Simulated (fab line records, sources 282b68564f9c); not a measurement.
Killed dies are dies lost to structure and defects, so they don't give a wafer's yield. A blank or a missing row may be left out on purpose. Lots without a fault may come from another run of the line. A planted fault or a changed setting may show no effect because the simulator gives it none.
Which tool did it? | flow rit_cmos | 7 lots, 21 wafers sampled, at 2 steps of a route of 202

WHAT THE GAUGES READ, wafer by wafer
RIT_M1_RS_MEAS_01: measures by four-point-probe.
lot  | measured    | on            | M1_AL_RS (ohm/sq)
L904 | day 3 14:28 | film_metro-04 | 0.0733 0.0731 0.0733
L907 | day 4 03:52 | film_metro-04 | 0.0726 0.0737 0.0739
L912 | day 5 09:26 | film_metro-04 | 0.0737 0.0733 0.0738
L914 | day 5 17:22 | film_metro-02 | 0.0730 0.0808 0.0729
L916 | day 6 03:11 | film_metro-02 | 0.0824 0.0739 0.0732
L921 | day 7 01:29 | film_metro-04 | 0.0723 0.0733 0.0724
L925 | day 7 21:14 | film_metro-04 | 0.0727 0.0738 0.0741

WHICH TOOL RAN EACH LOT (tool, then ch and the chambers of the sampled wafers, then the start)
lot  | RIT_M1_SPUTTER_00
L904 | pvd_sputter-03, day 3 14:09
L907 | pvd_sputter-01, day 4 03:34
L912 | pvd_sputter-03, day 5 09:07
L914 | pvd_sputter-03, day 5 17:05
L916 | pvd_sputter-03, day 6 02:52
L921 | pvd_sputter-01, day 7 01:11
L925 | pvd_sputter-01, day 7 20:56
- RIT_M1_SPUTTER_00: material Al, target thk 400 nm, time 500 s.

THE ANSWER, worked out from the rows above alone
Rule: what is usual is taken from the lots themselves. Put in order of their means at a reading, lots are off if they are a third of the lots or fewer, leave a main group of 4 or more, and stand apart from it by a gap of 3 or more times the standard deviation of the main group's means; of several such gaps the widest counts. A main group whose means are all the same, to the digits that the tables above print for the reading, isn't used. A lot without any number at a reading at which 4 lots or more have one is off too. The other lots that the step has rows for count as sound.
Off: L914, L916, at RIT_M1_RS_MEAS_01 (M1_AL_RS). The main group: mean 0.0733 ohm/sq, standard deviation 0.00033.
A tool fits if, at a process step before that reading, it ran every lot that is off, and no sound lot after the first of them. The gauges at RIT_M1_RS_MEAS_01 are tried like those tools. Can't be told from this: 2 tools fit, pvd_sputter-03 at RIT_M1_SPUTTER_00, film_metro-02 at RIT_M1_RS_MEAS_01.

WHAT THE SIMULATOR HAD PUT IN
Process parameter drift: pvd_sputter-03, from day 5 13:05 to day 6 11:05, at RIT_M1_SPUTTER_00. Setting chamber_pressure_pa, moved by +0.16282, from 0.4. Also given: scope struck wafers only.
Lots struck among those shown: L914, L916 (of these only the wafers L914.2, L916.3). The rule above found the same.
